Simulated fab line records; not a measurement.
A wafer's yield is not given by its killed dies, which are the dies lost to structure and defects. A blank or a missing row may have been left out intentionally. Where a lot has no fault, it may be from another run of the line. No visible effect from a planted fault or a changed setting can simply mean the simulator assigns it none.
Comparing a struck lot with a sound one / flow berkeley-cmos170 / 14 out of 331 route steps
Sound: the wafers L950.2, L950.5, L950.6. The struck wafers were L945.1, L945.4, L945.5. The cause is given at the end.
At each step with rows: each side's tool, then ch and its chambers, then its first start. Under that, the readings that differ: sound wafers / struck wafers / difference of the means / sigmas: that difference in standard deviations of wafers without a fault.
alike: readings whose means differ by less than 2 such deviations, and words and numbers that are the same on both sides. not compared: withheld readings, readings that some wafer has no value for, bounds like >300 that may hide the same value, and numbers for which the record gives no deviation and whose values overlap.
The two part at a step that has a row with sigmas, a row that says differs or no value, or rows on one side only. Numbers that don't overlap but have no deviation are shown without sigmas and don't part them. Lack of a reading on every wafer of one side parts them only where that side has two or more wafers.

first, 2 steps without rows for these wafers: UCB170_NVT_PEB_04; UCB170_NVT_DEVELOP_05 (develop time 45 s).
UCB170_NVT_OVL_MEAS_06:
  struck on overlay-02, day 8 01:49; sound on overlay-02, day 9 07:41
  alike: NVT_OVL
following that, these wafers have no rows for 1 step: UCB170_NVT_IMPLANT_07.
UCB170_NVT_STRIP_08: strips in O2.
  sound on plasma-asher-03 ch 0,1, day 9 07:52; struck on plasma-asher-01 ch 1, day 8 02:00
  alike: drypump-motor-current-A, oes-product-au, strip-time-to-endpoint-s
  not compared: rf-hours-counter-h
UCB170_NVT_TW_MEAS_09:
  struck on film-metro-04, day 8 02:06; sound on film-metro-03, day 9 07:58
  alike: NVT_TW
then, 6 steps without rows for these wafers: UCB170_NVT_CLEAN_10 (cleans in SPM, time 600 s); UCB170_PVT_HMDS_00 (prime time 60 s); UCB170_PVT_COAT_01 (resist thk 900 nm); UCB170_PVT_SOFTBAKE_02 (time 60 s); UCB170_PVT_EXPOSE_03 (exposes mask NWELL, target cd 3000 nm); UCB170_PVT_PEB_04.
UCB170_PVT_DEVELOP_05: develop time 43.98 s.
  struck on litho-track-01, day 8 03:00; sound on litho-track-01 ch 0, day 9 09:00
  no value came back on the struck wafers for chill-plate-temp-C (C), develop-time-s (s); on the sound wafers chill-plate-temp-C (C) reads 22.85 23.00 22.92
reading=model.KrF_of_PVT_COAT_01.thk-nm (nm); sound=883.8 884.7 884.8; struck=901.5 902.7 902.3; difference=+17.7; sigmas=
UCB170_PVT_OVL_MEAS_06:
  struck on overlay-02, day 8 04:03; sound on overlay-02, day 9 09:34
reading=PVT_OVL (nm); sound=2 8 4; struck=- - -; difference=no value on the struck wafers; sigmas=

## WHERE THEY PART
Earliest at UCB170_PVT_DEVELOP_05; latest, in this record, at UCB170_PVT_OVL_MEAS_06.

WHY: the cause the simulator had injected
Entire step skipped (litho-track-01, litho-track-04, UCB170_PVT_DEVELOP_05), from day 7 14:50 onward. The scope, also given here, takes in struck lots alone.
